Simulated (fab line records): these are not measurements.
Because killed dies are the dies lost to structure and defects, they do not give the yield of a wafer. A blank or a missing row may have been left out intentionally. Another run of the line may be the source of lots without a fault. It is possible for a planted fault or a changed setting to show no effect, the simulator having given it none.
The tool behind it: which one? || flow berkeleyCmos170 || 14 lots, 42 wafers sampled, at 4 steps of a route of 331

## WHAT EACH GAUGE READ, for each wafer
UCB170_NSD_TW_MEAS_10.
{"lot": "L371", "measured": "day 6 17:40", "on": "filmMetro-04", "NSD_TW": "4153 4159 4137"}
{"lot": "L370", "measured": "day 6 17:54", "on": "filmMetro-04", "NSD_TW": "4162 4152 4155"}
{"lot": "L375", "measured": "day 7 09:31", "on": "filmMetro-04", "NSD_TW": "4090 4098 4115"}
{"lot": "L373", "measured": "day 7 09:44", "on": "filmMetro-01", "NSD_TW": "4189 4189 4199"}
{"lot": "L374", "measured": "day 7 09:59", "on": "filmMetro-04", "NSD_TW": "4121 4116 4123"}
{"lot": "L379", "measured": "day 8 16:50", "on": "filmMetro-03", "NSD_TW": "4174 4153 4157"}
{"lot": "L377", "measured": "day 8 16:54", "on": "filmMetro-01", "NSD_TW": "4197 4173 4185"}
{"lot": "L378", "measured": "day 8 17:23", "on": "filmMetro-01", "NSD_TW": "4179 4177 4179"}
{"lot": "L381", "measured": "day 9 11:16", "on": "filmMetro-03", "NSD_TW": "4188 4187 4168"}
{"lot": "L384", "measured": "day 9 23:46", "on": "filmMetro-01", "NSD_TW": "4182 4172 4153"}
{"lot": "L386", "measured": "day 10 03:41", "on": "filmMetro-03", "NSD_TW": "4183 4191 4195"}
{"lot": "L388", "measured": "day 11 04:16", "on": "filmMetro-03", "NSD_TW": "4149 4163 4178"}
{"lot": "L389", "measured": "day 11 04:26", "on": "filmMetro-04", "NSD_TW": "4140 4133 4143"}
{"lot": "L390", "measured": "day 11 04:47", "on": "filmMetro-04", "NSD_TW": "4124 4146 4126"}

UCB170_CONTACT_THK_MEAS_02.
{"lot": "L371", "measured": "day 6 21:34", "on": "filmMetro-04", "CONTACT_PSG_THK (nm)": "703 700 705"}
{"lot": "L370", "measured": "day 6 22:42", "on": "filmMetro-04", "CONTACT_PSG_THK (nm)": "716 706 706"}
{"lot": "L375", "measured": "day 7 13:33", "on": "filmMetro-04", "CONTACT_PSG_THK (nm)": "700 695 696"}
{"lot": "L373", "measured": "day 7 15:08", "on": "filmMetro-03", "CONTACT_PSG_THK (nm)": "709 709 713"}
{"lot": "L374", "measured": "day 7 15:08", "on": "filmMetro-04", "CONTACT_PSG_THK (nm)": "702 696 694"}
{"lot": "L379", "measured": "day 9 00:33", "on": "filmMetro-04", "CONTACT_PSG_THK (nm)": "697 700 698"}
{"lot": "L377", "measured": "day 9 00:43", "on": "filmMetro-02", "CONTACT_PSG_THK (nm)": "691 693 686"}
{"lot": "L378", "measured": "day 9 02:19", "on": "filmMetro-04", "CONTACT_PSG_THK (nm)": "687 698 697"}
{"lot": "L381", "measured": "day 9 18:58", "on": "filmMetro-03", "CONTACT_PSG_THK (nm)": "707 704 711"}
{"lot": "L384", "measured": "day 10 05:45", "on": "filmMetro-04", "CONTACT_PSG_THK (nm)": "691 696 697"}
{"lot": "L386", "measured": "day 10 07:37", "on": "filmMetro-02", "CONTACT_PSG_THK (nm)": "704 706 703"}
{"lot": "L388", "measured": "day 11 10:50", "on": "filmMetro-04", "CONTACT_PSG_THK (nm)": "305 309 305"}
{"lot": "L389", "measured": "day 11 10:49", "on": "filmMetro-02", "CONTACT_PSG_THK (nm)": "306 305 309"}
{"lot": "L390", "measured": "day 11 09:27", "on": "filmMetro-02", "CONTACT_PSG_THK (nm)": "704 697 694"}

## EACH LOT AND THE TOOL THAT RAN IT (in order: tool; ch and the chambers of the sampled wafers; start)
{"lot": "L371", "UCB170_SDANNEAL_RTA_01": "rtpAnneal-01 ch 0, day 6 18:41", "UCB170_CONTACT_CVD_01": "lpcvd-01 ch 1, day 6 19:46"}
{"lot": "L370", "UCB170_SDANNEAL_RTA_01": "rtpAnneal-02 ch 0, day 6 18:55", "UCB170_CONTACT_CVD_01": "lpcvd-02 ch 1, day 6 20:02"}
{"lot": "L375", "UCB170_SDANNEAL_RTA_01": "rtpAnneal-01 ch 0, day 7 10:32", "UCB170_CONTACT_CVD_01": "lpcvd-01 ch 0, day 7 11:45"}
{"lot": "L373", "UCB170_SDANNEAL_RTA_01": "rtpAnneal-01 ch 0, day 7 10:59", "UCB170_CONTACT_CVD_01": "lpcvd-02 ch 0, day 7 13:20"}
{"lot": "L374", "UCB170_SDANNEAL_RTA_01": "rtpAnneal-02 ch 0, day 7 11:20", "UCB170_CONTACT_CVD_01": "lpcvd-02 ch 1, day 7 13:20"}
{"lot": "L379", "UCB170_SDANNEAL_RTA_01": "rtpAnneal-01 ch 0, day 8 21:41", "UCB170_CONTACT_CVD_01": "lpcvd-02 ch 1, day 8 22:44"}
{"lot": "L377", "UCB170_SDANNEAL_RTA_01": "rtpAnneal-02 ch 0, day 8 21:40", "UCB170_CONTACT_CVD_01": "lpcvd-01 ch 0, day 8 22:56"}
{"lot": "L378", "UCB170_SDANNEAL_RTA_01": "rtpAnneal-02 ch 0, day 8 21:47", "UCB170_CONTACT_CVD_01": "lpcvd-02 ch 0, day 9 00:32"}
{"lot": "L381", "UCB170_SDANNEAL_RTA_01": "rtpAnneal-01 ch 0, day 9 15:26", "UCB170_CONTACT_CVD_01": "lpcvd-01 ch 0, day 9 17:11"}
{"lot": "L384", "UCB170_SDANNEAL_RTA_01": "rtpAnneal-02 ch 0, day 10 02:49", "UCB170_CONTACT_CVD_01": "lpcvd-02 ch 1, day 10 03:55"}
{"lot": "L386", "UCB170_SDANNEAL_RTA_01": "rtpAnneal-02 ch 0, day 10 04:44", "UCB170_CONTACT_CVD_01": "lpcvd-02 ch 1, day 10 05:50"}
{"lot": "L388", "UCB170_SDANNEAL_RTA_01": "rtpAnneal-02 ch 0, day 11 06:11", "UCB170_CONTACT_CVD_01": "lpcvd-02 ch 1, day 11 09:02"}
{"lot": "L389", "UCB170_SDANNEAL_RTA_01": "rtpAnneal-02 ch 0, day 11 06:24", "UCB170_CONTACT_CVD_01": "lpcvd-02 ch 1, day 11 09:02"}
{"lot": "L390", "UCB170_SDANNEAL_RTA_01": "rtpAnneal-01 ch 0, day 11 06:17", "UCB170_CONTACT_CVD_01": "lpcvd-01 ch 0, day 11 07:40"}
- UCB170_SDANNEAL_RTA_01: time 5 s.
- UCB170_CONTACT_CVD_01: deposits PSG from SiH4/O2/PH3, target thk 700 nm, time 2820 s.

## WHAT THE TOOLS THEMSELVES READ (means of the sampled wafers that have a number; where no wafer has one, the mark that the record gives instead)
UCB170_SDANNEAL_RTA_01.
{"lot": "L371", "tool": "rtpAnneal-01", "lampPowerPct (%)": 36.4, "wafer_temp_C_max": 1055.0}
{"lot": "L370", "tool": "rtpAnneal-02", "lampPowerPct (%)": 39.3, "wafer_temp_C_max": 1053.6}
{"lot": "L375", "tool": "rtpAnneal-01", "lampPowerPct (%)": 36.3, "wafer_temp_C_max": 1055.2}
{"lot": "L373", "tool": "rtpAnneal-01", "lampPowerPct (%)": 36.3, "wafer_temp_C_max": 1054.8}
{"lot": "L374", "tool": "rtpAnneal-02", "lampPowerPct (%)": 39.3, "wafer_temp_C_max": 1053.7}
{"lot": "L379", "tool": "rtpAnneal-01", "lampPowerPct (%)": 36.3, "wafer_temp_C_max": 1055.9}
{"lot": "L377", "tool": "rtpAnneal-02", "lampPowerPct (%)": 39.2, "wafer_temp_C_max": 1053.5}
{"lot": "L378", "tool": "rtpAnneal-02", "lampPowerPct (%)": 39.3, "wafer_temp_C_max": 1053.9}
{"lot": "L381", "tool": "rtpAnneal-01", "lampPowerPct (%)": 36.3, "wafer_temp_C_max": 1055.1}
{"lot": "L384", "tool": "rtpAnneal-02", "lampPowerPct (%)": 39.3, "wafer_temp_C_max": 1055.2}
{"lot": "L386", "tool": "rtpAnneal-02", "lampPowerPct (%)": 39.2, "wafer_temp_C_max": 1053.5}
{"lot": "L388", "tool": "rtpAnneal-02", "lampPowerPct (%)": 39.3, "wafer_temp_C_max": 1053.7}
{"lot": "L389", "tool": "rtpAnneal-02", "lampPowerPct (%)": 39.2, "wafer_temp_C_max": 1054.0}
{"lot": "L390", "tool": "rtpAnneal-01", "lampPowerPct (%)": 36.3, "wafer_temp_C_max": 1055.2}

## THE ANSWER, worked out from the rows above alone
Rule: what is usual is taken from the lots themselves. The widest of any qualifying gaps counts: lots, ordered by their means at a reading, are off when they make up no more than a third of the lots, leave a main group of 4 or more, and stand apart from it by 3 or more times the standard deviation of that group's means. Not used: any main group whose means are identical at the precision the tables above print for the reading. Also off: a lot with no number at a reading for which 4 or more lots have one. All remaining lots with rows at the step are treated as sound. Order of review: gauges by route order, followed by the tools' own readings, for which a lot's mean as printed above is used. The first step at which some lot is off is used, and at that step the reading that is off furthest; a lot without a number counts as furthest.
Off: at UCB170_CONTACT_THK_MEAS_02 (CONTACT_PSG_THK), L388, L389. Main group: mean 700 nm, sd 6.2.
If a tool, at a process step before that reading, ran all the lots that are off and no sound lot after the first of them, it fits. Gauges at UCB170_CONTACT_THK_MEAS_02: tried the same way as those tools. Undecided on this evidence; 2 tools fit (rtpAnneal-02 at UCB170_SDANNEAL_RTA_01, lpcvd-02 at UCB170_CONTACT_CVD_01).

## WHAT THE SIMULATOR HAD INSERTED
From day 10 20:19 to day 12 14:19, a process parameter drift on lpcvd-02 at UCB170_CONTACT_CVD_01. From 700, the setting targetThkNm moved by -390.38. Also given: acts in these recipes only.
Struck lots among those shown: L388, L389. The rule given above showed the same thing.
